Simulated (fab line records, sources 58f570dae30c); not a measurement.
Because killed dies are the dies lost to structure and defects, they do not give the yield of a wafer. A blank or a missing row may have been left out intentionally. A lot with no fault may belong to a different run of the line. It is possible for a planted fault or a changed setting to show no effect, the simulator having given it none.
Problem report in the 8D (eight disciplines) form, filled by code / flow berkeley-cmos170 / the parts of the form that need people (team, actions taken, sign-off) are left out

== 1. THE PROBLEM ==
CONTACT_PSG_THK at UCB170_CONTACT_THK_MEAS_02 reads a mean of 588 nm on 3 wafers of 1 lot; wafers without a fault read 703 nm with a standard deviation of 6.8. Relative to the usual mean, that is a shift of -17 standard deviations.
The first sign was on wafer L434.1 at day 11 18:05, on film-metro-04. At this step, 39 wafers from 13 lots have a number in the record. By rule, "out" or "out of limits" means more than 4 standard deviations away from the usual mean. All remaining wafers that have a number are taken as sound.

== 2. WHAT IT IS, AND WHAT IT ISN'T ==
question=which readings at this step | is=CONTACT_PSG_THK | is not=-
question=which lots | is=L434 | is not=L421, L422, L423, L424, L425, L426, L435, L437, L439, L440, L441, L443
question=which wafers of those lots | is=all that have a number | is not=-
question=read on which gauges | is=film-metro-04 | is not=film-metro-02, film-metro-03
question=when | is=from day 11 18:05 | is not=up to then (21 sound wafers); but 15 sound wafers of L437, L439, L440, L441, L443 came after

== 3. THE SUSPECTS, EACH WITH WHAT RULES IT OUT ==
Counting: a tool at a process step up to the reading stays a suspect if it ran every lot that is out and no sound lot after the first of them.
- the gauge at UCB170_CONTACT_THK_MEAS_02 is ruled out. All the wafers that are out were read on film-metro-04, but those of them that UCB170_CONTACT_CVD_01 has rows for are out there too, on other tools.
- lpcvd-02 at UCB170_CONTACT_CVD_01 (deposits PSG from SiH4/O2/PH3, target thk 700 nm, time 2820 s): ruled out as a lasting fault. After its first lot that is out, L434 (day 11 16:18), sound lots L437 ran on it.
Left after counting: nothing in the record.

== 4. THE CAUSE (what the simulator had put in) ==
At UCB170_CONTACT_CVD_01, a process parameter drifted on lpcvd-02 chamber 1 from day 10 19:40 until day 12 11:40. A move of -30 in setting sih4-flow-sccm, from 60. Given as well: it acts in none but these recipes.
Counting ruled it out, wrongly: the rule takes a fault to strike every lot that its tool runs from its start on, and this one did not.

== 5. THE CHAIN OF EFFECTS, in route order ==
Each row: a reading whose mean over the struck wafers that have a number lies more than 3 standard deviations from the usual. Readings are gone through only where the record gives a usual standard deviation; hours: the median, over the lots, of the time from a lot's start at the first step in this table giving one to that lot's start at this step; sigmas: the change measured in usual standard deviations.
hours=0; step=UCB170_CONTACT_CVD_01; reading=sih4-flow-sccm; usual=60.03 sccm; on struck wafers=29.96; change=-30.07; sigmas=-99 or more
hours=2; step=UCB170_CONTACT_THK_MEAS_02; reading=CONTACT_PSG_THK; usual=703 nm; on struck wafers=588; change=-115; sigmas=-17
hours=-; step=UCB170_CONTACT_ETCH_18; reading=oes-product-au; usual=0.899 a.u.; on struck wafers=0.811; change=-0.088; sigmas=-6.3
Here are the process steps it includes:
- UCB170_CONTACT_CVD_01: deposits PSG from SiH4/O2/PH3, target thk 700 nm, time 2820 s.
- UCB170_CONTACT_ETCH_18: etches PSG in CHF3/CF4/Ar, stops on TiSi2, target depth 840 nm, time 195 s.

== 6. HOW IT WOULD HAVE BEEN CAUGHT EARLIER ==
22 hours passed between the start of the fault at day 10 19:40 and the first reading out of limits at a measuring or inspecting step in this record, taken at day 11 18:05.
At UCB170_CONTACT_CVD_01, the tool's own readings (sih4-flow-sccm) were out on each struck wafer the step has a row for, so an alarm limit on them would have fired on the first such wafer.
